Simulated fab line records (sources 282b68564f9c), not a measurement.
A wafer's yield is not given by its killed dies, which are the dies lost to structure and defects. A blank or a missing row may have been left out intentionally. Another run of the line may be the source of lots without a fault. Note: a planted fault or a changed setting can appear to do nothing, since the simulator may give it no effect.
Struck lot and sound lot, side by side + flow rit_cmos + 43 steps out of a route of 202
Sound: the wafers L203.2, L203.3, L203.6. Wafers L209.1, L209.4, L209.6 were the ones struck. At the end, the cause is stated.
Order at every step that has rows: each side's tool, ch and its chambers, its first start. Under that, the readings that differ: sound wafers + struck wafers + difference of the means + sigmas: that difference in standard deviations of wafers without a fault.
alike: readings whose means differ by less than 2 such deviations, and words and numbers that are the same on both sides. not compared: withheld readings, readings that some wafer has no value for, bounds like >300 that may hide the same value, and numbers for which the record gives no deviation and whose values overlap.
A row with sigmas, a row that says differs or no value, or rows on one side alone: a step with any of these is where the two part. When numbers do not overlap yet have no deviation, they are printed without sigmas and do not part them. Lack of a reading on every wafer of one side parts them only where that side has two or more wafers.

first, 4 steps without rows for these wafers: RIT_PLDD_SOFTBAKE_02 (time 60 s); RIT_PLDD_EXPOSE_03 (exposes mask M8, target cd 40900 nm); RIT_PLDD_PEB_04; RIT_PLDD_DEVELOP_05 (develop time 50 s).
RIT_PLDD_OVL_MEAS_06:
  struck on overlay-02, day 5 03:08; sound on overlay-01, day 3 21:58
  alike: PLDD_OVL
then, 2 steps without rows for these wafers: RIT_PLDD_HARDBAKE_07 (time 60 s); RIT_PLDD_IMPLANT_08.
RIT_PLDD_STRIP_09: strips in O2, time 180 s.
  sound on plasma_asher-03 ch 0,1, day 3 22:17; struck on plasma_asher-03 ch 0,1, day 5 03:28
  alike: drypump_motor_current_A
  not compared: rf_hours_counter_h
RIT_PLDD_TW_MEAS_10:
  struck on film_metro-02, day 5 03:38; sound on film_metro-01, day 3 22:29
  alike: PLDD_TW
then, 3 steps without rows for these wafers: RIT_SPACER_CLEAN_00 (cleans in SC1, time 600 s); RIT_SPACER_CLEAN_01 (cleans in dHF, time 30 s); RIT_SPACER_CLEAN_02 (cleans in SC2, time 600 s).
RIT_SPACER_CVD_03: deposits Si3N4 from SiH2Cl2/NH3, target thk 250 nm, time 3300 s.
  sound on lpcvd-01 ch 1, day 3 22:55; struck on lpcvd-02 ch 1, day 5 05:01
  alike: spike_tc_source_C, zone_power_source_pct
RIT_SPACER_THK_MEAS_04:
  struck on film_metro-03, day 5 06:56; sound on film_metro-02, day 4 00:50
  alike: SPACER_NITRIDE_THK
RIT_SPACER_ETCHBACK_05: etches Si3N4 in SF6/CHF3, stops on SiO2, target depth 250 nm, time 240 s.
  sound on rie_diel-01 ch 2,3, day 4 00:53; struck on rie_diel-04 ch 0,3, day 5 07:00
  alike: drypump_motor_current_A, oes_product_au, throttle_valve_pct
  not compared: rf_hours_counter_h
then, 6 steps without rows for these wafers: RIT_NSD_HMDS_00 (prime time 60 s); RIT_NSD_COAT_01 (resist thk 1000 nm); RIT_NSD_SOFTBAKE_02 (time 60 s); RIT_NSD_EXPOSE_03 (exposes mask M9, target cd 40700 nm); RIT_NSD_PEB_04; RIT_NSD_DEVELOP_05 (develop time 50 s).
RIT_NSD_OVL_MEAS_06:
  struck on overlay-01, day 5 08:08; sound on overlay-01, day 4 02:08
  alike: NSD_OVL
then, 2 steps without rows for these wafers: RIT_NSD_HARDBAKE_07 (time 60 s); RIT_NSD_IMPLANT_08.
RIT_NSD_STRIP_09: strips in O2, time 180 s.
  sound on plasma_asher-04 ch 0,1, day 4 02:28; struck on plasma_asher-04 ch 1, day 5 08:28
  alike: drypump_motor_current_A
  not compared: rf_hours_counter_h
RIT_NSD_TW_MEAS_10:
  struck on film_metro-01, day 5 08:38; sound on film_metro-01, day 4 02:39
  alike: NSD_TW
then, 6 steps without rows for these wafers: RIT_PSD_HMDS_00 (prime time 60 s); RIT_PSD_COAT_01 (resist thk 1000 nm); RIT_PSD_SOFTBAKE_02 (time 60 s); RIT_PSD_EXPOSE_03 (exposes mask M10, target cd 40900 nm); RIT_PSD_PEB_04; RIT_PSD_DEVELOP_05 (develop time 50 s).
RIT_PSD_OVL_MEAS_06:
  struck on overlay-02, day 5 09:33; sound on overlay-01, day 4 03:34
  alike: PSD_OVL
then, 2 steps without rows for these wafers: RIT_PSD_HARDBAKE_07 (time 60 s); RIT_PSD_IMPLANT_08.
RIT_PSD_STRIP_09: strips in O2, time 180 s.
  sound on plasma_asher-01 ch 1, day 4 03:53; struck on plasma_asher-03 ch 0,1, day 5 09:53
  alike: drypump_motor_current_A
  not compared: rf_hours_counter_h
RIT_PSD_TW_MEAS_10:
  struck on film_metro-02, day 5 10:04; sound on film_metro-04, day 4 04:05
  alike: PSD_TW
then, 3 steps without rows for these wafers: RIT_SDANNEAL_CLEAN_00 (cleans in SC1, time 600 s); RIT_SDANNEAL_CLEAN_01 (cleans in dHF, time 30 s); RIT_SDANNEAL_CLEAN_02 (cleans in SC2, time 600 s).
RIT_SDANNEAL_RTA_03: time 5 s.
  sound on rtp_anneal-01 ch 0, day 4 04:30; struck on rtp_anneal-01 ch 0, day 5 10:40
  alike: chamber_o2_ppm, wafer_temp_C_max
RIT_SDANNEAL_RS_MEAS_04: a four-point-probe measurement.
  struck on film_metro-04, day 5 10:44; sound on film_metro-02, day 4 04:34
  alike: PSD_RS
RIT_M1_PROBE_99:
  struck on prober-02, day 5 18:35; sound on prober-02, day 4 12:30
| reading                              | sound             | struck            | difference | sigmas |
|--------------------------------------|-------------------|-------------------|------------|--------|
| killed_at_front_end                  | 8 4 5             | 35 27 32          | +26        | +9     |
| killed_dies                          | 8 4 5             | 35 27 32          | +26        | +8     |
| model.etest.nmos_0p15.drive_ua_um    | 454.6 453.2 447.4 | 501.7 515.3 507.1 | +56.3      |        |
| model.etest.pmos_0p15.drive_ua_um    | 254.1 250.8 250.2 | 280.9 295.2 286.1 | +35.7      |        |
| model.etest.npoly_line.line_ohm_um   | 168.7 165.7 164.6 | 175.8 179.8 172.1 | +9.6       |        |
| model.etest.ppoly_line.line_ohm_um   | 159 159.8 159.8   | 168.8 170.7 164.6 | +8.5       |        |
| model.etest.ppoly_line.width_nm (nm) | 102.8 102.5 102.4 | 97.62 96.18 100   | -4.63      |        |
| model.etest.npoly_line.width_nm (nm) | 101.7 102 102.3   | 96.64 95.23 99.22 | -4.97      |        |
| model.etest.ring.delay_ps            | 27.38 27.73 27.86 | 25.11 24.19 25.1  | -2.86      |        |
  alike: killed_at_M0_to_M3, killed_open, killed_short
  not compared: model.etest.nmos_0p15.swing_mv_dec

== WHERE THEY PART ==
Within this record, at RIT_M1_PROBE_99 only.

WHY: what had been put in by the simulator
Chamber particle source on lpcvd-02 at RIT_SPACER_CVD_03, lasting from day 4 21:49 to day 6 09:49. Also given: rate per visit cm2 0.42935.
